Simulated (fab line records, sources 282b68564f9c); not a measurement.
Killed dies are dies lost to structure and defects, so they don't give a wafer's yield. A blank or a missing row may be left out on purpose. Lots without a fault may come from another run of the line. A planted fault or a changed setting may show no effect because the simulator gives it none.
Which tool did it? | flow rit_cmos | 13 lots, 39 wafers sampled, at 3 steps of a route of 202

WHAT THE GAUGES READ, wafer by wafer
RIT_M1_RS_MEAS_01: measures by four-point-probe. Usual: M1_AL_RS 0.0735 ohm/sq, standard deviation 0.00081.
lot  | measured    | on            | M1_AL_RS (ohm/sq)    | flag
L805 | day 3 08:47 | film_metro-01 | 0.0726 0.0742 0.0734 |
L806 | day 3 11:51 | film_metro-04 | 0.0728 0.0740 0.0740 |
L807 | day 3 16:49 | film_metro-04 | 0.0748 0.0742 0.0753 |
L808 | day 3 21:07 | film_metro-01 | 0.0739 0.0743 0.0747 |
L809 | day 4 06:17 | film_metro-02 | 0.0733 0.0738 0.0742 |
L810 | day 4 08:04 | film_metro-01 | 0.0725 0.0725 0.0727 |
L811 | day 4 15:05 | film_metro-02 | 0.0731 0.0740 0.0746 |
L815 | day 5 09:17 | film_metro-01 | 0.0733 0.0724 0.0732 |
L818 | day 6 01:53 | film_metro-02 | 0.0733 0.0779 0.0726 |
L821 | day 6 15:26 | film_metro-02 | 0.0727 0.0729 0.0719 |
L824 | day 7 13:19 | film_metro-04 | 0.0734 0.0730 0.0738 |
L826 | day 7 20:23 | film_metro-04 | 0.0750 0.0745 0.0745 |
L827 | day 8 04:52 | film_metro-01 | 0.0729 0.0733 0.0731 |

RIT_M1_THK_MEAS_02: measures by xrf. Usual: M1_AL_THK 401 nm, standard deviation 5.6.
lot  | measured    | on            | M1_AL_THK (nm) | flag
L805 | day 3 08:54 | film_metro-01 | 406 396 402    |
L806 | day 3 11:58 | film_metro-04 | 402 396 397    |
L807 | day 3 16:56 | film_metro-04 | 393 398 393    |
L808 | day 3 21:13 | film_metro-01 | 399 398 393    |
L809 | day 4 06:24 | film_metro-02 | 400 399 395    |
L810 | day 4 08:11 | film_metro-01 | 412 408 410    |
L811 | day 4 15:13 | film_metro-02 | 402 398 397    |
L815 | day 5 09:24 | film_metro-01 | 403 409 406    |
L818 | day 6 01:59 | film_metro-02 | 404 384 407    |
L821 | day 6 15:33 | film_metro-02 | 406 409 412    |
L824 | day 7 13:26 | film_metro-04 | 400 403 397    |
L826 | day 7 20:30 | film_metro-04 | 393 396 393    |
L827 | day 8 04:59 | film_metro-01 | 406 406 407    |

WHICH TOOL RAN EACH LOT (tool, then ch and the chambers of the sampled wafers, then the start)
lot  | RIT_M1_SPUTTER_00
L805 | pvd_sputter-04, day 3 08:29
L806 | pvd_sputter-01, day 3 11:32
L807 | pvd_sputter-04, day 3 16:30
L808 | pvd_sputter-01, day 3 20:48
L809 | pvd_sputter-01, day 4 05:59
L810 | pvd_sputter-03, day 4 07:47
L811 | pvd_sputter-01, day 4 14:48
L815 | pvd_sputter-04, day 5 08:59
L818 | pvd_sputter-01, day 6 01:34
L821 | pvd_sputter-04, day 6 15:08
L824 | pvd_sputter-04, day 7 13:00
L826 | pvd_sputter-04, day 7 20:05
L827 | pvd_sputter-03, day 8 04:35
- RIT_M1_SPUTTER_00: material Al, target thk 400 nm, time 500 s.

WHAT THE TOOLS THEMSELVES READ (means of the sampled wafers that have a number; where no wafer has one, the mark that the record gives instead)
RIT_M1_SPUTTER_00. Usual: chamber_pressure_pa 0.4000 Pa, standard deviation 0.00079; throttle_valve_pct 29.8 %, standard deviation 0.99.
lot  | tool           | chamber_pressure_pa (Pa) | throttle_valve_pct (%) | flag
L805 | pvd_sputter-04 | 0.4000                   | 29.8                   |
L806 | pvd_sputter-01 | 0.3998                   | 29.7                   |
L807 | pvd_sputter-04 | 0.3991                   | 29.7                   |
L808 | pvd_sputter-01 | 0.3999                   | 28.6                   |
L809 | pvd_sputter-01 | 0.3998                   | 29.6                   |
L810 | pvd_sputter-03 | 0.4002                   | 28.9                   |
L811 | pvd_sputter-01 | 0.4004                   | 30.0                   |
L815 | pvd_sputter-04 | 0.3990                   | 29.9                   |
L818 | pvd_sputter-01 | 0.4407                   | 28.7                   | OFF
L821 | pvd_sputter-04 | 0.3999                   | 29.8                   |
L824 | pvd_sputter-04 | 0.4004                   | 30.2                   |
L826 | pvd_sputter-04 | 0.4005                   | 30.0                   |
L827 | pvd_sputter-03 | 0.3996                   | 29.3                   |

THE ANSWER, worked out from the rows above alone
Rule: a lot is off if the mean of its wafers that have a number lies more than 3 standard deviations from the usual mean. A lot without any number at a reading at which 4 lots or more have one is off too. The other lots that the step has rows for count as sound. The gauges are gone through in route order, then the tools' own readings, and for those a lot's mean is taken as printed above. The first step at which some lot is off is used, and at that step the reading that is off furthest; a lot without a number counts as furthest.
Off: L818, at RIT_M1_SPUTTER_00 (chamber_pressure_pa).
A tool fits if, at that step or a process step before it, it ran every lot that is off, and no sound lot after the first of them. One fits: pvd_sputter-01 at RIT_M1_SPUTTER_00. Its last sound lot is L811 (day 4 14:48), its first lot that is off L818 (day 6 01:34): a fault that began between those two fits.
The tool's own readings at RIT_M1_SPUTTER_00 bear it out: on the lots that are off they differ by more than 5 times the standard deviation of the sound lots' means. chamber_pressure_pa reads 0.4407 Pa there against 0.3999 Pa on the sound lots.

WHAT THE SIMULATOR HAD PUT IN
Process parameter drift: pvd_sputter-01, from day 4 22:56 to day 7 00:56, at RIT_M1_SPUTTER_00. Setting chamber_pressure_pa, moved by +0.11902, from 0.4. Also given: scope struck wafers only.
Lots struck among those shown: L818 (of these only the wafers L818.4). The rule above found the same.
